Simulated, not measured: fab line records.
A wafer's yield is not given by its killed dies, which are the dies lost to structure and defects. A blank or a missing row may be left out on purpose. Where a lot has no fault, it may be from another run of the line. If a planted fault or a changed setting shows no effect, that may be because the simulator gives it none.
One fault through the eyes of 2 desks :: flow rit cmos :: what lay behind the numbers comes last; until then each desk has only its own

THE TOOL OWNER'S DESK: furnace-03
The tool's own readings at RIT_ACTIVE_OXIDATION_01 (target thk 46.8 nm, ox time 3360 s): means of the sampled wafers that have a number, for each lot that ran on this tool. The brackets show how far a lot's mean lies from the usual mean; more than 4 standard deviations puts the lot out of limits, marked OUT.
Columns: A = spike tc centre C at RIT_ACTIVE_OXIDATION_01, usual 1002.7 C
lot: L485
first seen here: day 2 17:31
A: 1005.7

lot: L486
first seen here: day 3 01:39
A: 1005.2

lot: L487
first seen here: day 3 05:08
A: 1006.5

lot: L488
first seen here: day 3 08:23
A: 1005.0

lot: L490
first seen here: day 3 17:07
A: 1005.4

lot: L496
first seen here: day 5 00:05
A: 1004.5
This desk's finding: nothing out of limits on any of the 6 lots.

AT THE METROLOGY DESK
What the gauges read, lot by lot, whatever tool the lot ran on: means of the sampled wafers that have a number. The brackets show how far a lot's mean lies from the usual mean; more than 4 standard deviations puts the lot out of limits, marked OUT.
Columns: A = ACTIVE_OXIDE_THK at RIT_ACTIVE_THK_MEAS_02, usual 46.1 nm
lot: L479
first seen here: day 1 12:58
A: 47.3

lot: L481
first seen here: day 1 22:30
A: 45.9

lot: L482
first seen here: day 2 03:03
A: 45.0

lot: L483
first seen here: day 2 08:03
A: 45.1

lot: L485
first seen here: day 2 19:27
A: 46.5

lot: L486
first seen here: day 3 03:35
A: 46.6

lot: L487
first seen here: day 3 07:05
A: 45.4

lot: L488
first seen here: day 3 10:19
A: 45.6

lot: L489
first seen here: day 3 15:29
A: 46.8

lot: L490
first seen here: day 3 19:03
A: 43.6

lot: L496
first seen here: day 5 02:01
A: 44.0

lot: L500
first seen here: day 5 22:05
A: 46.3

lot: L501
first seen here: day 6 02:04
A: 45.9

lot: L502
first seen here: day 6 07:04
A: 44.8
This desk's finding: nothing out of limits on any of the 14 lots.

TAKEN TOGETHER
The desk of the tool owner found nothing out of limits.
The metrology desk saw nothing out of limits.

WHAT THE SIMULATOR PUT IN
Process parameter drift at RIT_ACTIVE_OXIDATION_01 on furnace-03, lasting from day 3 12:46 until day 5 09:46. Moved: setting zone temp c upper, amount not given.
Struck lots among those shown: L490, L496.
